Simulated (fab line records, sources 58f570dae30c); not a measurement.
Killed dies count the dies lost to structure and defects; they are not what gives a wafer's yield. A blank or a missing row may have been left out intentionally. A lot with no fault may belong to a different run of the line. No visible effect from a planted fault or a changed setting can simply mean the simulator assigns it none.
Which of the tools did it? -- flow berkeley_cmos170 -- Sampling: 7 lots, 21 wafers, 2 of 331 route steps

WHAT EACH GAUGE READ, for each wafer
UCB170_SPACER_THK_MEAS_01.
lot,measured,on,SPACER_TEOS_THK (nm)
L134,day 8 06:35,film_metro-02,373 380 384
L135,day 9 00:07,film_metro-01,371 382 381
L137,day 9 20:29,film_metro-03,371 378 378
L139,day 9 21:02,film_metro-01,376 377 384
L148,day 11 07:01,film_metro-02,373 257 379
L150,day 12 04:58,film_metro-01,251 378 382
L155,day 12 19:28,film_metro-02,376 383 379

WHICH TOOL RAN EACH LOT (tool, then ch and the chambers of the sampled wafers, then the start)
lot,UCB170_SPACER_CVD_00
L134,"pecvd-01 ch 0,1,2, day 8 06:32"
L135,"pecvd-02 ch 0,1,2, day 9 00:04"
L137,"pecvd-01 ch 0,1,2, day 9 20:26"
L139,"pecvd-01 ch 0,1, day 9 20:58"
L148,"pecvd-01 ch 0,1, day 11 06:58"
L150,"pecvd-01 ch 1,2, day 12 04:55"
L155,"pecvd-03 ch 0,1,2, day 12 19:25"
- UCB170_SPACER_CVD_00: deposits SiO2 from TEOS/O2, target thk 376 nm, time 47 s.

THE ANSWER, worked out from the rows above alone
Rule: usual is defined by the lots themselves. The widest of any qualifying gaps counts: lots, ordered by their means at a reading, are off when they make up no more than a third of the lots, leave a main group of 4 or more, and stand apart from it by 3 or more times the standard deviation of that group's means. A main group is skipped when, at the precision printed for the reading in the tables above, its means are all equal. Also off: a lot with no number at a reading for which 4 or more lots have one. The other lots that the step has rows for count as sound.
Off: L148, L150, seen at UCB170_SPACER_THK_MEAS_01 (SPACER_TEOS_THK). Main group: mean 378 nm, sd 1.3.
A tool fits if, at a process step before that reading, it ran every lot that is off, and no sound lot after the first of them. Gauges at UCB170_SPACER_THK_MEAS_01: tried the same way as those tools. One fits: pecvd-01 at UCB170_SPACER_CVD_00. A fault onset in the window from L139 (day 9 20:58, its last sound lot) to L148 (day 11 06:58, its first lot off) fits.

WHAT WAS PUT IN BY THE SIMULATOR
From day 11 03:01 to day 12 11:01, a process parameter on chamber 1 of pecvd-01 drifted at UCB170_SPACER_CVD_00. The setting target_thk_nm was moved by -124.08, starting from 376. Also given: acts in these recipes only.
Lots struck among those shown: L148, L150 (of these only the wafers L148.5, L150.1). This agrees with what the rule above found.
